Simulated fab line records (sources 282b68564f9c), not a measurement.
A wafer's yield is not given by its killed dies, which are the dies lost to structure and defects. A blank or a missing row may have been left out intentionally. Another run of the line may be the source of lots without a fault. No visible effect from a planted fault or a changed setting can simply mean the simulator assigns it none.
Matching of chambers | flow rit-cmos | 4 sister chambers for RIT_CONTACT_ETCH_11 on rie-diel-01
The step etches SiO2 in CHF3/CF4/Ar, stops on TiSi2, target depth 480 nm, time 320 s. 8 wafers are shown with their chamber, then 7 later ones without.

## WAFERS WITH THEIR CHAMBER
wafer  | chamber | throttle-valve-pct (%) | drypump-motor-current-A (A)
L732.1 | 2       | 8.61                   | 6.1
L733.2 | 2       | 8.60                   | 6.2
L733.4 | 1       | 8.75                   | 5.5
L733.6 | 1       | 8.74                   | 5.5
L737.5 | 3       | 8.70                   | 5.9
L737.6 | 0       | 8.87                   | 6.2
L739.1 | 3       | 8.70                   | 5.9
L739.5 | 0       | 8.87                   | 6.3

## WAFERS WITHOUT THEIR CHAMBER
wafer  | throttle-valve-pct (%) | drypump-motor-current-A (A)
L739.6 | 8.69                   | 5.9
L742.1 | 8.87                   | 6.2
L742.4 | 8.76                   | 5.5
L742.5 | 8.69                   | 5.9
L748.1 | 8.69                   | 5.9
L748.2 | 8.87                   | 6.2
L748.4 | 8.60                   | 6.2

## THE CHAMBER EACH PASSED THROUGH
wafer  | from the rows above | in truth
L739.6 | 3                   | 3
L742.1 | 0                   | 0
L742.4 | 1                   | 1
L742.5 | 3                   | 3
L748.1 | 3                   | 3
L748.2 | 0                   | 0
L748.4 | 2                   | 2
Correct placement for 7 of the 7. From these rows, 0 cannot be placed. 0 placed wrongly.
How it was worked out, from the rows above alone: a wafer's distance from a chamber is the root of the sum, over the readings, of the square of ((its reading less the chamber's mean) divided by the reading's scatter). The wafer belongs to the nearest chamber; if the next one is less than 2 further off, it can't be placed. A chamber's mean is the mean of its shown wafers. How the scatter is found: for the shown wafers, subtract from each reading the mean of its chamber, square and add these, divide the total by (wafers less chambers), then take the root.
